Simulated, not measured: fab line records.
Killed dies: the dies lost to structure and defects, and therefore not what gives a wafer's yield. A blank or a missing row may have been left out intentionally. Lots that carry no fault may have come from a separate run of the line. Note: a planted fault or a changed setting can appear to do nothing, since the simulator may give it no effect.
fab line records	flow rit_cmos	part 1 of 2: steps 1 to 39 of 43
[record] lots = 7	wafers = 21	last_day = 7
route steps=202 shown SDANNEAL@155 PSD@157 NSD@158 PLDD@159 NLDD@160 SILICIDE@161 CONTACT@168 M1@184
lots untouched by any fault: they come from a run of this same line in which no faults occurred
start_h: hours from the record's first day to the start of the lot's first wafer shown	wait_h: how many hours have passed since the lot's step before this one	" as in the row above	L1.1+2: a row that stands for several wafers	- value missing, or start not given	* or withheld: withheld	< > ~ a bound
route shown NAME@n: names a module that has steps shown in the file, with the first one's number in the route	usual: average and standard deviation across the fault-free wafers	same: alike in all rows	chamber/n: place in a boat	sites: each site's reading	_std_site: how widely they spread, as a standard deviation	_edge_site: the outer-site mean with the inner-site mean subtracted	radius_mm: for every site, how far away it sits from the centre of the wafer	mask NAME#n: copy n	behind: the last tool/chamber to shape the wafer	hold: cause of the lot's hold/its duration in hours/its outcome	device: which transistor (n, p or np) failed to switch	end of line: tests of these same wafers at the route's end	where a step has no rows: the recipe by itself	killed: not the wafer's yield, but the dies lost to structure and defects at the first sort	map: a wafer's dies, marking killed ones x, the rest . and places with no die _
set.NAME: the run value of the setting; set.NAME@STEP: its run value at that earlier step	model.NAME: the simulator's own value behind a step, which no gauge read
a table for each step, a row for each wafer; lots at some steps of the route
services: from which hour (start_h, from the record's first day; less than 0 if before it) a tool's chamber was out of use, for how many hours, and why
[[steps]]
[step RIT_SDANNEAL_CLEAN_02]
[recipe] chemistry = SC2	mix = 3:3:50	time_s = 600	temp_c = 75	dry = n2_spin
[step RIT_SDANNEAL_RTA_03]
[recipe] temp_c = 1050	time_s = 5	idle_temp_c = 600	ramp_up_c_per_s = 342	ramp_down_c_per_s = 171	cool_to_c = 600	ambient = N2
[step RIT_SDANNEAL_RS_MEAS_04]
[recipe] thk_meas_gauge = four-point-probe
[usual] PSD_RS = 115.93/0.29
lot.wafer	tool	chamber	start_h	wait_h	PSD_RS[ohm/sq]
L513.3	film_metro-04	-	78.36	0.1	116.09
L513.4	"	-	"	"	115.83
L513.6	"	-	"	"	115.77
L514.1	film_metro-02	-	79.16	0.0	116.27
L514.2	"	-	"	"	116.08
L514.4	"	-	"	"	116.05
L516.2	film_metro-02	-	84.91	0.1	115.68
L516.4	"	-	"	"	116.04
L516.5	"	-	"	"	115.80
L518.1	film_metro-03	-	99.82	0.0	116.28
L518.4	"	-	"	"	116.29
L518.5	"	-	"	"	116.11
L521.2	film_metro-04	-	111.87	0.1	115.90
L521.4	"	-	"	"	116.08
L521.5	"	-	"	"	115.77
L525.1	film_metro-02	-	131.25	0.0	115.45
L525.3	"	-	"	"	115.16
L525.4	"	-	"	"	115.95
L532.1	film_metro-03	-	165.73	0.0	116.77
L532.2	"	-	"	"	116.14
L532.4	"	-	"	"	116.57
[step RIT_SDANNEAL_RS_MEAS_05]
[recipe] thk_meas_gauge = four-point-probe
[usual] NSD_RS = 84.45/0.27
lot.wafer	tool	chamber	start_h	wait_h	NSD_RS[ohm/sq]
L513.3	film_metro-04	-	78.48	0.1	84.15
L513.4	"	-	"	"	84.26
L513.6	"	-	"	"	84.26
L514.1	film_metro-02	-	79.28	0.1	84.53
L514.2	"	-	"	"	84.62
L514.4	"	-	"	"	84.60
L516.2	film_metro-02	-	85.03	0.1	84.33
L516.4	"	-	"	"	84.21
L516.5	"	-	"	"	83.99
L518.1	film_metro-03	-	99.94	0.1	84.63
L518.4	"	-	"	"	84.86
L518.5	"	-	"	"	84.53
L521.2	film_metro-04	-	111.99	0.1	84.10
L521.4	"	-	"	"	84.28
L521.5	"	-	"	"	84.44
L525.1	film_metro-02	-	131.37	0.1	84.30
L525.3	"	-	"	"	84.46
L525.4	"	-	"	"	84.57
L532.1	film_metro-03	-	165.85	0.1	84.54
L532.2	"	-	"	"	85.00
L532.4	"	-	"	"	84.36
[step RIT_SDANNEAL_RS_MEAS_06]
[recipe] thk_meas_gauge = four-point-probe
[usual] PLDD_RS = 178.7/0.44
lot.wafer	tool	chamber	start_h	wait_h	PLDD_RS[ohm/sq]
L513.3	film_metro-04	-	78.60	0.1	179.1
L513.4	"	-	"	"	179.3
L513.6	"	-	"	"	179.3
L514.1	film_metro-02	-	79.40	0.1	178.5
L514.2	"	-	"	"	178.7
L514.4	"	-	"	"	178.9
L516.2	film_metro-02	-	85.15	0.1	178.6
L516.4	"	-	"	"	179.1
L516.5	"	-	"	"	179.1
L518.1	film_metro-03	-	100.06	0.1	179.2
L518.4	"	-	"	"	179.2
L518.5	"	-	"	"	179.0
L521.2	film_metro-04	-	112.11	0.1	179.2
L521.4	"	-	"	"	179.6
L521.5	"	-	"	"	179.2
L525.1	film_metro-02	-	131.49	0.1	178.9
L525.3	"	-	"	"	178.4
L525.4	"	-	"	"	178.8
L532.1	film_metro-03	-	165.97	0.1	179.4
L532.2	"	-	"	"	179.2
L532.4	"	-	"	"	179.2
[step RIT_SDANNEAL_RS_MEAS_07]
[recipe] thk_meas_gauge = four-point-probe
[usual] NLDD_RS = 151.7/0.48
lot.wafer	tool	chamber	start_h	wait_h	NLDD_RS[ohm/sq]
L513.3	film_metro-04	-	78.72	0.1	150.5
L513.4	"	-	"	"	151.2
L513.6	"	-	"	"	151.0
L514.1	film_metro-02	-	79.52	0.1	151.9
L514.2	"	-	"	"	151.4
L514.4	"	-	"	"	152.1
L516.2	film_metro-02	-	85.27	0.1	151.4
L516.4	"	-	"	"	152.1
L516.5	"	-	"	"	152.3
L518.1	film_metro-03	-	100.18	0.1	152.0
L518.4	"	-	"	"	152.4
L518.5	"	-	"	"	151.3
L521.2	film_metro-04	-	112.23	0.1	151.8
L521.4	"	-	"	"	152.2
L521.5	"	-	"	"	151.6
L525.1	film_metro-02	-	131.61	0.1	151.4
L525.3	"	-	"	"	150.9
L525.4	"	-	"	"	151.4
L532.1	film_metro-03	-	166.09	0.1	151.7
L532.2	"	-	"	"	151.7
L532.4	"	-	"	"	151.8
[step RIT_SILICIDE_WET_ETCH_00]
[recipe] chemistry = BOE	target = SiO2	target_depth_nm = 14	time_s = 15	dry = n2_spin	dilution = 10:1	temp_c = 21.5
[step RIT_SILICIDE_SPUTTER_01]
[recipe] material = Ti	target_thk_nm = 30	power_w = 350	chamber_pressure_pa = 0.667	gas = Ar	time_s = 240	substrate_temp_c = 25
[usual] throttle_valve_pct = 29.9/1.4
lot.wafer	tool	chamber	start_h	wait_h	throttle_valve_pct
L513.3	pvd_sputter-04	-	78.92	0.0	32.3
L513.4	"	-	"	"	31.4
L513.6	"	-	"	"	31.4
L514.1	pvd_sputter-01	-	79.65	0.0	29.0
L514.2	"	-	"	"	29.4
L514.4	"	-	"	"	27.6
L516.2	pvd_sputter-04	-	85.38	0.0	28.3
L516.4	"	-	"	"	32.3
L516.5	"	-	"	"	28.3
L518.1	pvd_sputter-04	-	100.31	0.0	32.2
L518.4	"	-	"	"	28.2
L518.5	"	-	"	"	31.1
L521.2	pvd_sputter-03	-	112.34	0.0	28.3
L521.4	"	-	"	"	29.5
L521.5	"	-	"	"	30.8
L525.1	pvd_sputter-03	-	131.74	0.0	29.0
L525.3	"	-	"	"	30.7
L525.4	"	-	"	"	29.3
L532.1	pvd_sputter-03	-	166.22	0.0	30.7
L532.2	"	-	"	"	28.5
L532.4	"	-	"	"	28.9
[step RIT_SILICIDE_RS_MEAS_02]
[recipe] thk_meas_gauge = four-point-probe	reads = Ti_of_SILICIDE_SPUTTER_01
[usual] SILICIDE_TI_RS = 47.9/0.65
lot.wafer	tool	chamber	start_h	wait_h	SILICIDE_TI_RS[ohm/sq]
L513.3	film_metro-01	-	79.11	0.1	47.6
L513.4	"	-	"	"	46.7
L513.6	"	-	"	"	47.0
L514.1	film_metro-01	-	79.80	0.1	47.2
L514.2	"	-	"	"	47.2
L514.4	"	-	"	"	47.9
L516.2	film_metro-03	-	85.55	0.1	47.9
L516.4	"	-	"	"	49.1
L516.5	"	-	"	"	48.1
L518.1	film_metro-01	-	100.46	0.1	48.2
L518.4	"	-	"	"	47.7
L518.5	"	-	"	"	47.2
L521.2	film_metro-02	-	112.51	0.1	47.2
L521.4	"	-	"	"	48.0
L521.5	"	-	"	"	48.1
L525.1	film_metro-03	-	131.89	0.1	47.5
L525.3	"	-	"	"	48.7
L525.4	"	-	"	"	47.8
L532.1	film_metro-01	-	166.37	0.1	47.2
L532.2	"	-	"	"	46.9
L532.4	"	-	"	"	46.6
[step RIT_SILICIDE_THK_MEAS_03]
[recipe] thk_meas_gauge = xrf	reads = Ti_of_SILICIDE_SPUTTER_01
[usual] SILICIDE_TI_THK = 30.0/0.37
lot.wafer	tool	chamber	start_h	wait_h	SILICIDE_TI_THK[nm]
L513.3	film_metro-01	-	79.21	0.1	30.0
L513.4	"	-	"	"	30.4
L513.6	"	-	"	"	30.4
L514.1	film_metro-01	-	79.92	0.1	30.3
L514.2	"	-	"	"	30.4
L514.4	"	-	"	"	30.0
L516.2	film_metro-03	-	85.66	0.1	30.0
L516.4	"	-	"	"	29.4
L516.5	"	-	"	"	29.9
L518.1	film_metro-01	-	100.58	0.1	29.8
L518.4	"	-	"	"	30.0
L518.5	"	-	"	"	30.2
L521.2	film_metro-02	-	112.62	0.1	30.2
L521.4	"	-	"	"	29.7
L521.5	"	-	"	"	29.7
L525.1	film_metro-03	-	132.01	0.1	30.4
L525.3	"	-	"	"	29.7
L525.4	"	-	"	"	30.2
L532.1	film_metro-01	-	166.49	0.1	30.5
L532.2	"	-	"	"	30.6
L532.4	"	-	"	"	30.8
[step RIT_SILICIDE_RTA_04]
[recipe] temp_c = 650	time_s = 10	idle_temp_c = 25	ramp_up_s = 5	ramp_down_s = 5	cool_to_c = 25	ambient = N2
[usual] wafer_temp_C_max = 654.8/1.2
lot.wafer	tool	chamber	start_h	wait_h	wafer_temp_C_max
L513.3	rtp_anneal-01	0	79.27	0.1	654.6
L513.4	"	0	"	"	655.5
L513.6	"	0	"	"	657.4
L514.1	rtp_anneal-01	0	79.98	0.1	654.8
L514.2	"	0	"	"	654.8
L514.4	"	0	"	"	655.1
L516.2	rtp_anneal-01	0	85.72	0.1	654.6
L516.4	"	0	"	"	655.6
L516.5	"	0	"	"	657.4
L518.1	rtp_anneal-01	0	100.64	0.1	656.7
L518.4	"	0	"	"	654.2
L518.5	"	0	"	"	655.5
L521.2	rtp_anneal-02	0	112.68	0.1	654.5
L521.4	"	0	"	"	654.0
L521.5	"	0	"	"	654.7
L525.1	rtp_anneal-02	0	132.07	0.1	654.1
L525.3	"	0	"	"	653.2
L525.4	"	0	"	"	654.0
L532.1	rtp_anneal-01	0	166.55	0.1	655.0
L532.2	"	0	"	"	656.0
L532.4	"	0	"	"	657.9
[step RIT_SILICIDE_WET_ETCH_05]
[recipe] chemistry = SPM	target = Ti	temp_c = 90	time_s = 120	dry = n2_spin
[step RIT_SILICIDE_RTA_06]
[recipe] temp_c = 750	time_s = 10	idle_temp_c = 25	ramp_up_s = 5	ramp_down_s = 10	cool_to_c = 25	ambient = N2
[usual] wafer_temp_C_max = 755.1/1.4
lot.wafer	tool	chamber	start_h	wait_h	wafer_temp_C_max
L513.3	rtp_anneal-02	0	79.38	0.0	753.6
L513.4	"	0	"	"	753.9
L513.6	"	0	"	"	753.9
L514.1	rtp_anneal-02	0	80.09	0.0	754.2
L514.2	"	0	"	"	754.4
L514.4	"	0	"	"	752.6
L516.2	rtp_anneal-02	0	85.83	0.0	753.9
L516.4	"	0	"	"	754.1
L516.5	"	0	"	"	753.6
L518.1	rtp_anneal-02	0	100.75	0.0	754.1
L518.4	"	0	"	"	753.7
L518.5	"	0	"	"	753.8
L521.2	rtp_anneal-01	0	112.79	0.0	755.0
L521.4	"	0	"	"	757.0
L521.5	"	0	"	"	755.1
L525.1	rtp_anneal-01	0	132.18	0.0	757.6
L525.3	"	0	"	"	758.2
L525.4	"	0	"	"	755.9
L532.1	rtp_anneal-02	0	166.66	0.0	754.4
L532.2	"	0	"	"	754.4
L532.4	"	0	"	"	755.6
[step RIT_CONTACT_CVD_00]
[recipe] material = SiO2	target_thk_nm = 400	precursor = TEOS	temp_c = 390	time_s = 61	rf_w = 400
[step RIT_CONTACT_THK_MEAS_01]
[recipe] reads = SiO2_of_CONTACT_CVD_00
[usual] CONTACT_TEOS_THK = 401/4.6
lot.wafer	tool	chamber	start_h	wait_h	CONTACT_TEOS_THK[nm]
L513.3	film_metro-01	-	79.49	0.0	392
L513.4	"	-	"	"	410
L513.6	"	-	"	"	404
L514.1	film_metro-02	-	80.21	0.0	401
L514.2	"	-	"	"	397
L514.4	"	-	"	"	405
L516.2	film_metro-04	-	85.95	0.0	399
L516.4	"	-	"	"	406
L516.5	"	-	"	"	403
L518.1	film_metro-02	-	100.87	0.0	402
L518.4	"	-	"	"	408
L518.5	"	-	"	"	405
L521.2	film_metro-01	-	112.91	0.0	397
L521.4	"	-	"	"	406
L521.5	"	-	"	"	408
L525.1	film_metro-04	-	132.30	0.0	403
L525.3	"	-	"	"	393
L525.4	"	-	"	"	402
L532.1	film_metro-02	-	166.78	0.0	394
L532.2	"	-	"	"	392
L532.4	"	-	"	"	406
[step RIT_CONTACT_HMDS_02]
[recipe] prime_time_s = 60	prime_temp_c = 140
[step RIT_CONTACT_COAT_03]
[recipe] resist = NOVOLAK	spin_rpm = 3250	resist_thk_nm = 1000
[step RIT_CONTACT_SOFTBAKE_04]
[recipe] resist = NOVOLAK	temp_c = 90	time_s = 60
[step RIT_CONTACT_EXPOSE_05]
[recipe] mask_id = M11	na = 0.6	source_shape = conventional	sigma_outer = 0.5	target_cd_nm = 1000	dose_mj = 250
[step RIT_CONTACT_PEB_06]
[recipe] resist = NOVOLAK	temp_c = withheld	time_s = withheld
[step RIT_CONTACT_DEVELOP_07]
[recipe] resist = NOVOLAK	develop_time_s = 120	dev_temp_c = 23
[step RIT_CONTACT_CD_MEAS_08]
[recipe] target_cd_nm = 1000
[usual] cd_nm = 999.8/2.2
lot.wafer	tool	chamber	start_h	wait_h	cd_nm
L513.3	cd_sem-02	-	80.82	-	996.0
L513.4	"	-	"	"	995.9
L513.6	"	-	"	"	998.9
L514.1	cd_sem-02	-	81.23	-	1001.5
L514.2	"	-	"	"	1002.3
L514.4	"	-	"	"	1002.1
L516.2	cd_sem-02	-	87.15	-	997.7
L516.4	"	-	"	"	997.7
L516.5	"	-	"	"	997.8
L518.1	cd_sem-02	-	102.13	-	999.5
L518.4	"	-	"	"	1002.5
L518.5	"	-	"	"	998.4
L521.2	cd_sem-02	-	114.07	-	998.5
L521.4	"	-	"	"	997.6
L521.5	"	-	"	"	998.4
L525.1	cd_sem-01	-	133.45	-	1003.2
L525.3	"	-	"	"	1001.4
L525.4	"	-	"	"	1003.7
L532.1	cd_sem-01	-	167.80	-	1001.0
L532.2	"	-	"	"	1003.2
L532.4	"	-	"	"	1006.6
[step RIT_CONTACT_OVL_MEAS_09]
[usual] CONTACT_OVL = 0.0/1.3
lot.wafer	tool	chamber	start_h	wait_h	CONTACT_OVL[nm]
L513.3	overlay-01	-	80.91	0.1	-1.6
L513.4	"	-	"	"	-2.2
L513.6	"	-	"	"	-1.7
L514.1	overlay-01	-	81.35	0.1	0.3
L514.2	"	-	"	"	0.0
L514.4	"	-	"	"	-0.2
L516.2	overlay-02	-	87.26	0.1	-0.9
L516.4	"	-	"	"	-1.7
L516.5	"	-	"	"	-2.9
L518.1	overlay-01	-	102.25	0.1	-0.4
L518.4	"	-	"	"	1.3
L518.5	"	-	"	"	0.1
L521.2	overlay-01	-	114.18	0.1	0.0
L521.4	"	-	"	"	1.6
L521.5	"	-	"	"	0.6
L525.1	overlay-02	-	133.57	0.1	0.6
L525.3	"	-	"	"	-1.3
L525.4	"	-	"	"	-0.9
L532.1	overlay-01	-	167.92	0.1	-2.1
L532.2	"	-	"	"	0.2
L532.4	"	-	"	"	-1.3
[step RIT_CONTACT_HARDBAKE_10]
[recipe] resist = NOVOLAK	temp_c = 140	time_s = 60
[step RIT_CONTACT_ETCH_11]
[recipe] target_depth_a = 4800	over_etch_frac = 0.2	stop_on = TiSi2	chemistry = CHF3/CF4/Ar	target = SiO2	CHF3_flow_sccm = 50	cf4_flow_sccm = 10	Ar_flow_sccm = 100	O2_flow_sccm = 5	pressure_mtorr = 100	rf_w = 200	time_s = 320
[step RIT_CONTACT_STRIP_12]
[recipe] chemistry = O2	time_s = 180	resist = NOVOLAK	platen_temp_c = withheld	power_w = 500	pressure_mtorr = 4000	o2_flow_sccm = 4000
[usual] drypump_motor_current_A = 5.6/0.44
lot.wafer	tool	chamber	start_h	wait_h	drypump_motor_current_A	rf_hours_counter_h
L513.3	plasma_asher-03	1	81.34	0.2	5.5	-
L513.4	"	0	"	"	5.5	-
L513.6	"	1	"	"	5.5	-
L514.1	plasma_asher-04	1	81.73	0.1	5.4	45
L514.2	"	0	"	"	6.0	45
L514.4	"	0	"	"	6.0	-
L516.2	plasma_asher-03	0	87.63	0.1	5.5	32
L516.4	"	1	"	"	5.5	-
L516.5	"	0	"	"	5.5	-
L518.1	plasma_asher-03	1	102.63	0.1	5.5	33
L518.4	"	1	"	"	5.5	-
L518.5	"	1	"	"	5.5	-
L521.2	plasma_asher-01	0	114.55	0.1	6.5	45
L521.4	"	0	"	"	6.5	-
L521.5	"	1	"	"	5.0	-
L525.1	plasma_asher-04	0	133.95	0.1	6.0	51
L525.3	"	1	"	"	5.3	-
L525.4	"	0	"	"	6.0	-
L532.1	plasma_asher-01	0	168.30	0.1	6.5	50
L532.2	"	1	"	"	5.0	50
L532.4	"	0	"	"	6.5	-
[step RIT_CONTACT_CD_MEAS_90]
[recipe] target_cd_nm = 1000
[usual] cd_nm = 999.8/2.2
lot.wafer	tool	chamber	start_h	wait_h	cd_nm
L513.3	cd_sem-02	-	81.50	0.1	996.1
L513.4	"	-	"	"	995.8
L513.6	"	-	"	"	998.1
L514.1	cd_sem-02	-	81.91	0.1	1002.0
L514.2	"	-	"	"	1002.0
L514.4	"	-	"	"	1002.4
L516.2	cd_sem-02	-	87.83	0.1	998.0
L516.4	"	-	"	"	997.8
L516.5	"	-	"	"	997.6
L518.1	cd_sem-02	-	102.80	0.1	999.5
L518.4	"	-	"	"	1001.7
L518.5	"	-	"	"	998.4
L521.2	cd_sem-02	-	114.78	0.2	998.6
L521.4	"	-	"	"	997.3
L521.5	"	-	"	"	998.7
L525.1	cd_sem-02	-	134.13	0.1	1002.8
L525.3	"	-	"	"	1001.1
L525.4	"	-	"	"	1003.5
L532.1	cd_sem-02	-	168.48	0.1	1000.9
L532.2	"	-	"	"	1002.6
L532.4	"	-	"	"	1006.0
[step RIT_CONTACT_CLEAN_13]
[recipe] chemistry = SC1	mix = 3:3:50	time_s = 600	temp_c = 75
[step RIT_CONTACT_CLEAN_14]
[recipe] chemistry = SC2	mix = 3:3:50	time_s = 600	temp_c = 75	dry = n2_spin
[step RIT_M1_SPUTTER_00]
[recipe] material = Al	target_thk_nm = 400	power_w = 2000	chamber_pressure_pa = 0.4	gas = Ar	time_s = 500	substrate_temp_c = 25
[usual] throttle_valve_pct = 29.8/0.96
lot.wafer	tool	chamber	start_h	wait_h	throttle_valve_pct
L513.3	pvd_sputter-02	-	81.94	0.0	30.4
L513.4	"	-	"	"	30.6
L513.6	"	-	"	"	30.5
L514.1	pvd_sputter-01	-	82.38	0.0	27.5
L514.2	"	-	"	"	29.7
L514.4	"	-	"	"	29.2
L516.2	pvd_sputter-02	-	88.28	0.0	30.7
L516.4	"	-	"	"	30.5
L516.5	"	-	"	"	30.6
L518.1	pvd_sputter-02	-	103.31	0.0	31.1
L518.4	"	-	"	"	30.3
L518.5	"	-	"	"	30.2
L521.2	pvd_sputter-02	-	115.24	0.0	30.5
L521.4	"	-	"	"	30.9
L521.5	"	-	"	"	30.8
L525.1	pvd_sputter-02	-	134.79	0.0	30.2
L525.3	"	-	"	"	30.9
L525.4	"	-	"	"	30.9
L532.1	pvd_sputter-02	-	168.95	0.0	30.5
L532.2	"	-	"	"	30.3
L532.4	"	-	"	"	30.6
[step RIT_M1_RS_MEAS_01]
[recipe] thk_meas_gauge = four-point-probe	reads = Al_of_M1_SPUTTER_00
[usual] M1_AL_RS = 0.0733/0.00099
lot.wafer	tool	chamber	start_h	wait_h	M1_AL_RS[ohm/sq]
L513.3	film_metro-02	-	82.28	0.2	0.0734
L513.4	"	-	"	"	0.0729
L513.6	"	-	"	"	0.0733
L514.1	film_metro-03	-	82.67	0.1	0.0731
L514.2	"	-	"	"	0.0720
L514.4	"	-	"	"	0.0724
L516.2	film_metro-03	-	88.59	0.2	0.0722
L516.4	"	-	"	"	0.0727
L516.5	"	-	"	"	0.0726
L518.1	film_metro-04	-	103.60	0.1	0.0733
L518.4	"	-	"	"	0.0734
L518.5	"	-	"	"	0.0738
L521.2	film_metro-04	-	115.56	0.2	0.0725
L521.4	"	-	"	"	0.0723
L521.5	"	-	"	"	0.0726
L525.1	film_metro-04	-	135.08	0.1	0.0729
L525.3	"	-	"	"	0.0716
L525.4	"	-	"	"	0.0715
L532.1	film_metro-02	-	169.24	0.1	0.0736
L532.2	"	-	"	"	0.0733
L532.4	"	-	"	"	0.0725
[step RIT_M1_THK_MEAS_02]
[recipe] thk_meas_gauge = xrf	reads = Al_of_M1_SPUTTER_00
[usual] M1_AL_THK = 413/6.5
lot.wafer	tool	chamber	start_h	wait_h	M1_AL_THK[nm]
L513.3	film_metro-02	-	82.38	0.1	414
L513.4	"	-	"	"	415
L513.6	"	-	"	"	413
L514.1	film_metro-03	-	82.79	0.1	417
L514.2	"	-	"	"	424
L514.4	"	-	"	"	420
L516.2	film_metro-03	-	88.70	0.1	422
L516.4	"	-	"	"	419
L516.5	"	-	"	"	420
L518.1	film_metro-04	-	103.72	0.1	415
L518.4	"	-	"	"	413
L518.5	"	-	"	"	410
L521.2	film_metro-04	-	115.67	0.1	418
L521.4	"	-	"	"	417
L521.5	"	-	"	"	417
L525.1	film_metro-04	-	135.20	0.1	412
L525.3	"	-	"	"	419
L525.4	"	-	"	"	421
L532.1	film_metro-02	-	169.36	0.1	412
L532.2	"	-	"	"	412
L532.4	"	-	"	"	416
[step RIT_M1_HMDS_03]
[recipe] prime_time_s = 60	prime_temp_c = 140
[step RIT_M1_COAT_04]
[recipe] resist = NOVOLAK	spin_rpm = 2000	resist_thk_nm = 1300
[step RIT_M1_SOFTBAKE_05]
[recipe] resist = NOVOLAK	temp_c = 90	time_s = 60
[step RIT_M1_EXPOSE_06]
[recipe] mask_id = M12	na = 0.6	source_shape = conventional	sigma_outer = 0.5	target_cd_nm = 2600	dose_mj = 250
[step RIT_M1_PEB_07]
[recipe] resist = NOVOLAK	temp_c = withheld	time_s = withheld
[step RIT_M1_DEVELOP_08]
[recipe] resist = NOVOLAK	develop_time_s = 68	dev_temp_c = 23
[step RIT_M1_CD_MEAS_09]
[recipe] target_cd_nm = 2600
[usual] cd_nm = 2600.0/2.1
lot.wafer	tool	chamber	start_h	wait_h	cd_nm
L513.3	cd_sem-02	-	83.53	-	2601.5
L513.4	"	-	"	"	2602.3
L513.6	"	-	"	"	2602.4
L514.1	cd_sem-02	-	83.86	-	2596.5
L514.2	"	-	"	"	2600.7
L514.4	"	-	"	"	2598.5
L516.2	cd_sem-02	-	89.77	-	2600.4
L516.4	"	-	"	"	2601.0
L516.5	"	-	"	"	2600.0
L518.1	cd_sem-02	-	104.78	-	2599.7
L518.4	"	-	"	"	2601.5
L518.5	"	-	"	"	2601.5
L521.2	cd_sem-02	-	116.74	-	2598.1
L521.4	"	-	"	"	2599.2
L521.5	"	-	"	"	2596.9
L525.1	cd_sem-01	-	136.14	-	2602.1
L525.3	"	-	"	"	2600.8
L525.4	"	-	"	"	2603.2
L532.1	cd_sem-01	-	170.49	-	2594.7
L532.2	"	-	"	"	2595.5
L532.4	"	-	"	"	2597.1
